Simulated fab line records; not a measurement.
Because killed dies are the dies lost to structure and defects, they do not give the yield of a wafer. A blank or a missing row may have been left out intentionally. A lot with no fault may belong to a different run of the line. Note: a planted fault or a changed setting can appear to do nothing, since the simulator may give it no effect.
Which of the tools did it? | flow rit cmos | 13 lots with 39 wafers sampled at 2 steps, on a route of 202 steps

WHAT THE GAUGES READ, wafer by wafer
RIT_ACTIVE_THK_MEAS_04.
lot  | measured    | on            | ACTIVE_NITRIDE_THK (nm)
L511 | day 1 13:32 | film metro-02 | 149.7 149.3 150.1
L512 | day 1 18:32 | film metro-01 | 150.9 150.9 151.5
L513 | day 1 23:34 | film metro-02 | 149.5 152.3 151.5
L515 | day 2 10:36 | film metro-01 | 151.5 151.4 151.6
L516 | day 2 15:56 | film metro-04 | 149.5 149.1 150.9
L518 | day 3 01:39 | film metro-01 | 148.8 147.6 147.2
L520 | day 3 12:34 | film metro-02 | 149.8 148.7 149.8
L523 | day 4 01:32 | film metro-04 | 151.9 152.8 151.9
L524 | day 4 08:50 | film metro-02 | 151.6 152.5 151.7
L530 | day 5 12:49 | film metro-02 | 196.8 194.7 195.1
L531 | day 5 18:37 | film metro-04 | 151.9 151.6 152.5
L533 | day 6 04:38 | film metro-04 | 149.0 150.0 150.5
L534 | day 6 09:07 | film metro-01 | 150.0 151.2 151.0

EACH LOT AND THE TOOL THAT RAN IT (in order: tool; ch and the chambers of the sampled wafers; start)
lot  | RIT_ACTIVE_CVD_03
L511 | lpcvd-01 ch 1, day 1 12:07
L512 | lpcvd-02 ch 0, day 1 17:07
L513 | lpcvd-02 ch 1, day 1 22:08
L515 | lpcvd-02 ch 0, day 2 09:11
L516 | lpcvd-01 ch 0, day 2 14:31
L518 | lpcvd-01 ch 1, day 3 00:14
L520 | lpcvd-01 ch 0, day 3 11:08
L523 | lpcvd-01 ch 1, day 4 00:07
L524 | lpcvd-01 ch 1, day 4 07:25
L530 | lpcvd-01 ch 0, day 5 11:23
L531 | lpcvd-02 ch 1, day 5 16:29
L533 | lpcvd-02 ch 1, day 6 03:13
L534 | lpcvd-02 ch 0, day 6 07:42
- RIT_ACTIVE_CVD_03: deposits Si3N4 from SiH2Cl2/NH3, target thk 150 nm, time 1500 s.

WHAT THE TOOLS THEMSELVES READ (means of the sampled wafers that have a number; where no wafer has one, the mark that the record gives instead)
RIT_ACTIVE_CVD_03.
lot  | tool     | pressure mtorr (mTorr) | spike tc centre C (C) | spike tc load C (C) | spike tc source C (C) | susceptor temp C (C)
L511 | lpcvd-01 | 300.9                  | 811.5                 | 839.4               | 834.6                 | 810.4
L512 | lpcvd-02 | 298.8                  | 813.1                 | 834.7               | 834.5                 | 810.1
L513 | lpcvd-02 | 300.4                  | 813.6                 | 832.8               | 836.4                 | 810.3
L515 | lpcvd-02 | 299.4                  | 814.3                 | 834.2               | 834.4                 | 810.0
L516 | lpcvd-01 | 299.5                  | 813.2                 | 838.4               | 830.8                 | 810.1
L518 | lpcvd-01 | 298.9                  | 812.0                 | 839.2               | 833.7                 | 810.2
L520 | lpcvd-01 | 299.6                  | 815.1                 | 838.4               | 830.5                 | 810.2
L523 | lpcvd-01 | 300.7                  | 812.8                 | 838.5               | 834.6                 | 810.2
L524 | lpcvd-01 | 299.9                  | 813.6                 | 839.6               | 834.8                 | 810.3
L530 | lpcvd-01 | 300.3                  | 830.0                 | 853.4               | 845.2                 | 824.5
L531 | lpcvd-02 | 300.4                  | 812.8                 | 831.9               | 835.4                 | 810.2
L533 | lpcvd-02 | 299.9                  | 812.7                 | 832.7               | 835.4                 | 809.8
L534 | lpcvd-02 | 299.9                  | 814.0                 | 835.3               | 833.9                 | 810.5

THE ANSWER, worked out from the rows above alone
Rule: usual is defined by the lots themselves. The widest of any qualifying gaps counts: lots, ordered by their means at a reading, are off when they make up no more than a third of the lots, leave a main group of 4 or more, and stand apart from it by 3 or more times the standard deviation of that group's means. If all means in a main group match to the digits the tables above print for the reading, that group is not used. A lot without any number at a reading at which 4 lots or more have one is off too. The other lots that the step has rows for count as sound. First the gauges in route order, then the tools' own readings, where a lot's mean is used as printed above. The first step at which some lot is off is used, and at that step the reading that is off furthest; a lot without a number counts as furthest.
Off: L530, at RIT_ACTIVE_THK_MEAS_04 (ACTIVE_NITRIDE_THK). For the main group the mean is 150.6 nm and the standard deviation 1.2.
A tool fits if, at a process step before that reading, it ran every lot that is off, and no sound lot after the first of them. The gauges at RIT_ACTIVE_THK_MEAS_04 aren't tried: what is off there is off at RIT_ACTIVE_CVD_03 too, on other tools, and a gauge's error can't cause that. One fits: lpcvd-01 at RIT_ACTIVE_CVD_03. Its last sound lot is L524 (day 4 07:25), its first lot that is off L530 (day 5 11:23): a fault that began between those two fits.
The tool's own readings at RIT_ACTIVE_CVD_03 bear it out: on the lots that are off they differ by more than 5 times the standard deviation of the sound lots' means. spike tc centre C reads 830.0 C there against 813.2 C on the sound lots; spike tc load C reads 853.4 C there against 836.3 C on the sound lots; spike tc source C reads 845.2 C there against 834.1 C on the sound lots; susceptor temp C reads 824.5 C there against 810.2 C on the sound lots.

WHAT THE SIMULATOR HAD INSERTED
lpcvd-01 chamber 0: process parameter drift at RIT_ACTIVE_CVD_03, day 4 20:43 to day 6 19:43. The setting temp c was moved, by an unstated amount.
Shown lots that were struck: L530. The rule above found the same.
